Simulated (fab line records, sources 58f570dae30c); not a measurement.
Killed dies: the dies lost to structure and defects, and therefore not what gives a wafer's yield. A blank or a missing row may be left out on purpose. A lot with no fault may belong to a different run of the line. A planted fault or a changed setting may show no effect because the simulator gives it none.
Which tool was responsible? -- flow berkeley cmos170 -- 6 lots, 18 wafers sampled, at 3 steps of a route of 331

== WHAT THE GAUGES SHOWED, per wafer ==
UCB170_M2_OVL_MEAS_16.
lot,measured,on,M2_OVL (nm)
L210,day 8 23:15,overlay-01,-7 -4 -1
L214,day 9 18:38,overlay-01,-7 2 4
L216,day 10 10:25,overlay-01,-6 -3 -5
L217,day 10 11:09,overlay-02,5 -3 7
L220,day 10 22:34,overlay-02,-9 -3 -6
L226,day 12 08:53,overlay-02,2 3 2

== EACH LOT AND THE TOOL THAT RAN IT (in order: tool; ch and the chambers of the sampled wafers; start) ==
lot,UCB170_SPACER_CVD_00,UCB170_M2_EXPOSE_12
L210,"pecvd-01 ch 1,2, day 7 17:14","krf scanner-01 ch 0, day 8 22:44"
L214,"pecvd-01 ch 0,1,2, day 8 18:01","krf scanner-02 ch 0, day 9 18:08"
L216,"pecvd-03 ch 0,1,2, day 9 03:16","krf scanner-01 ch 0, day 10 09:55"
L217,"pecvd-01 ch 0,2, day 9 03:50","krf scanner-01 ch 0, day 10 10:23"
L220,"pecvd-02 ch 0,1,2, day 9 18:58","krf scanner-01 ch 0, day 10 22:03"
L226,"pecvd-02 ch 0,1,2, day 11 05:49","krf scanner-02 ch 0, day 12 08:22"
- UCB170_SPACER_CVD_00: deposits SiO2 from TEOS/O2, target thk 376 nm, time 47 s.
- UCB170_M2_EXPOSE_12: exposes mask METAL2, target cd 700 nm.

== THE ANSWER, worked out from the rows above alone ==
Rule: usual is defined by the lots themselves. The widest of any qualifying gaps counts: lots, ordered by their means at a reading, are off when they make up no more than a third of the lots, leave a main group of 4 or more, and stand apart from it by 3 or more times the standard deviation of that group's means. A main group whose means are all the same, to the digits that the tables above print for the reading, isn't used. Also off: a lot with no number at a reading for which 4 or more lots have one. The other lots that the step has rows for count as sound.
None of the lots is off at any reading shown; this tells nothing.

== WHAT HAD BEEN PUT IN BY THE SIMULATOR ==
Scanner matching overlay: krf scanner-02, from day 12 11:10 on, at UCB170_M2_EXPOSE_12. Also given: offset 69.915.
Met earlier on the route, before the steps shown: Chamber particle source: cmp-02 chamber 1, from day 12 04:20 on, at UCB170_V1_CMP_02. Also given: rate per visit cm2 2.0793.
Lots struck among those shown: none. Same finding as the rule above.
